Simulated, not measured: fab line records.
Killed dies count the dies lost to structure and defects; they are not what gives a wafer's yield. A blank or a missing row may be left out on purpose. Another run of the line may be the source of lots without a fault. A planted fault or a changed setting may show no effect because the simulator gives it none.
Which tool is to blame? | flow berkeley cmos170 | 42 wafers from 14 lots sampled at 4 of the route's 331 steps

== WHAT THE GAUGES READ, wafer by wafer ==
UCB170_NWELL_TW_MEAS_16.
lot  | measured    | on            | NWELL_TW
L840 | day 2 04:40 | film metro-04 | 1247 1251 1254
L841 | day 2 08:13 | film metro-03 | 1246 1253 1265
L842 | day 2 16:55 | film metro-03 | 1248 1253 1250
L845 | day 3 06:37 | film metro-02 | 1254 1252 1251
L846 | day 3 09:42 | film metro-02 | 1259 1259 1255
L847 | day 3 15:28 | film metro-04 | 1243 1243 1246
L848 | day 3 18:58 | film metro-04 | 1247 1254 1246
L849 | day 4 06:36 | film metro-03 | 1243 1243 1247
L850 | day 4 06:50 | film metro-04 | 1242 1243 1242
L853 | day 4 21:44 | film metro-04 | 1245 1246 1250
L854 | day 5 01:39 | film metro-02 | 1264 1276 1272
L858 | day 5 19:13 | film metro-02 | 1274 1266 1270
L861 | day 6 15:23 | film metro-04 | 1239 1242 1243
L863 | day 6 23:28 | film metro-03 | 1242 1245 1251

UCB170_FIELD_THK_MEAS_91.
lot  | measured     | on            | FIELD_OXIDE_LEFT_2_THK (nm)
L840 | day 5 17:10  | film metro-03 | 335 340 334
L841 | day 5 16:54  | film metro-03 | 347 345 344
L842 | day 5 16:57  | film metro-01 | 348 336 343
L845 | day 6 10:10  | film metro-03 | 372 368 366
L846 | day 6 08:59  | film metro-01 | 355 364 355
L847 | day 6 18:32  | film metro-01 | 366 379 364
L848 | day 6 18:38  | film metro-04 | 356 359 361
L849 | day 7 05:37  | film metro-01 | 353 358 359
L850 | day 7 05:28  | film metro-03 | 348 341 344
L853 | day 8 01:25  | film metro-03 | 358 363 351
L854 | day 8 01:41  | film metro-03 | 366 355 349
L858 | day 9 01:50  | film metro-04 | 376 362 372
L861 | day 9 20:42  | film metro-04 | 377 381 366
L863 | day 10 05:11 | film metro-04 | 367 375 363

UCB170_V2_CD_MEAS_90: the cd target is 700 nm.
lot  | measured     | on        | cd nm (nm)
L840 | day 7 14:53  | cd sem-02 | 700.8 699.6 701.6
L841 | day 7 14:17  | cd sem-02 | 702.3 701.3 701.7
L842 | day 7 15:27  | cd sem-01 | 698.8 699.6 700.7
L845 | day 8 03:39  | cd sem-01 | 698.6 699.0 699.4
L846 | day 8 03:56  | cd sem-02 | 700.5 700.3 699.4
L847 | day 8 20:28  | cd sem-02 | 701.5 698.6 698.2
L848 | day 8 20:20  | cd sem-01 | 697.4 699.5 698.9
L849 | day 9 05:12  | cd sem-02 | 700.8 701.7 699.9
L850 | day 9 04:20  | cd sem-01 | 700.2 701.4 700.7
L853 | day 9 22:29  | cd sem-02 | 701.3 700.2 702.4
L854 | day 9 22:56  | cd sem-02 | 697.9 697.6 697.5
L858 | day 11 02:20 | cd sem-01 | 701.3 702.1 700.3
L861 | day 11 19:59 | cd sem-01 | 699.4 702.0 702.0
L863 | day 12 05:51 | cd sem-02 | 699.7 701.5 700.2

== WHAT TOOL EACH LOT RAN ON (gives the tool, then ch and the chambers of the sampled wafers, and finally the start) ==
lot  | UCB170_NLDD_IMPLANT_09
L840 | implanter-04 ch 0, day 6 06:20
L841 | implanter-03 ch 0, day 6 06:02
L842 | implanter-03 ch 0, day 6 06:41
L845 | implanter-02 ch 0, day 6 22:15
L846 | implanter-04 ch 0, day 6 22:41
L847 | implanter-04 ch 0, day 7 11:54
L848 | implanter-02 ch 0, day 7 11:38
L849 | implanter-04 ch 0, day 7 21:23
L850 | implanter-03 ch 0, day 7 20:38
L853 | implanter-02 ch 0, day 8 19:59
L854 | implanter-03 ch 0, day 8 18:43
L858 | implanter-03 ch 0, day 9 16:39
L861 | implanter-04 ch 0, day 10 14:58
L863 | implanter-04 ch 0, day 10 23:33
- UCB170_NLDD_IMPLANT_09

== AS READ BY THE TOOLS THEMSELVES (means over the sampled wafers that have a number; for cases with no such wafer, the mark the record gives instead) ==
UCB170_NLDD_IMPLANT_09.
lot  | tool         | beam energy keV | end station pressure torr (Torr)
L840 | implanter-04 | 29.999          | 5.12e-06
L841 | implanter-03 | 30.001          | 5.01e-06
L842 | implanter-03 | 30.001          | 5.04e-06
L845 | implanter-02 | 30.001          | 5.25e-06
L846 | implanter-04 | 30.004          | 5.20e-06
L847 | implanter-04 | 29.988          | 4.94e-06
L848 | implanter-02 | 30.010          | 5.01e-06
L849 | implanter-04 | 29.995          | 5.28e-06
L850 | implanter-03 | 29.997          | 4.98e-06
L853 | implanter-02 | 29.995          | 5.08e-06
L854 | implanter-03 | 28.482          | 5.46e-06
L858 | implanter-03 | 28.473          | 5.35e-06
L861 | implanter-04 | 30.004          | 5.27e-06
L863 | implanter-04 | 30.005          | 5.17e-06

== THE ANSWER, worked out from the rows above alone ==
Rule: what is usual is taken from the lots themselves. Put in order of their means at a reading, lots are off if they are a third of the lots or fewer, leave a main group of 4 or more, and stand apart from it by a gap of 3 or more times the standard deviation of the main group's means; of several such gaps the widest counts. A main group is skipped when, at the precision printed for the reading in the tables above, its means are all equal. Also off: a lot with no number at a reading for which 4 or more lots have one. Where the step has rows for the other lots, those lots are counted as sound. After the gauges, taken in route order, come the tools' own readings; for these a lot's mean is taken, as printed above. The first step at which some lot is off is used, and at that step the reading that is off furthest; a lot without a number counts as furthest.
Off at UCB170_NLDD_IMPLANT_09 (beam energy keV): L854, L858. Mean 30.000 and standard deviation 0.0055 in the main group.
If a tool, at that step or one of the process steps before it, ran each lot that is off and ran no sound lot following the first of them, it fits. One candidate fits, namely implanter-03 at UCB170_NLDD_IMPLANT_09. Its last sound lot is L850 (day 7 20:38), its first lot that is off L854 (day 8 18:43): a fault that began between those two fits.
On the lots that are off, the tool's own readings at UCB170_NLDD_IMPLANT_09 differ by more than 5 times the standard deviation of the sound lots' means, which bears it out; beam energy keV reads 28.477 there versus 30.000 on the sound lots.

== WHAT WAS PUT IN BY THE SIMULATOR ==
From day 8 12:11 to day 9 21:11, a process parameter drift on implanter-03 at UCB170_NLDD_IMPLANT_09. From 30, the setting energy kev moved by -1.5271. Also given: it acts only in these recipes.
Struck lots among those shown: L854, L858. The rule above found the same.
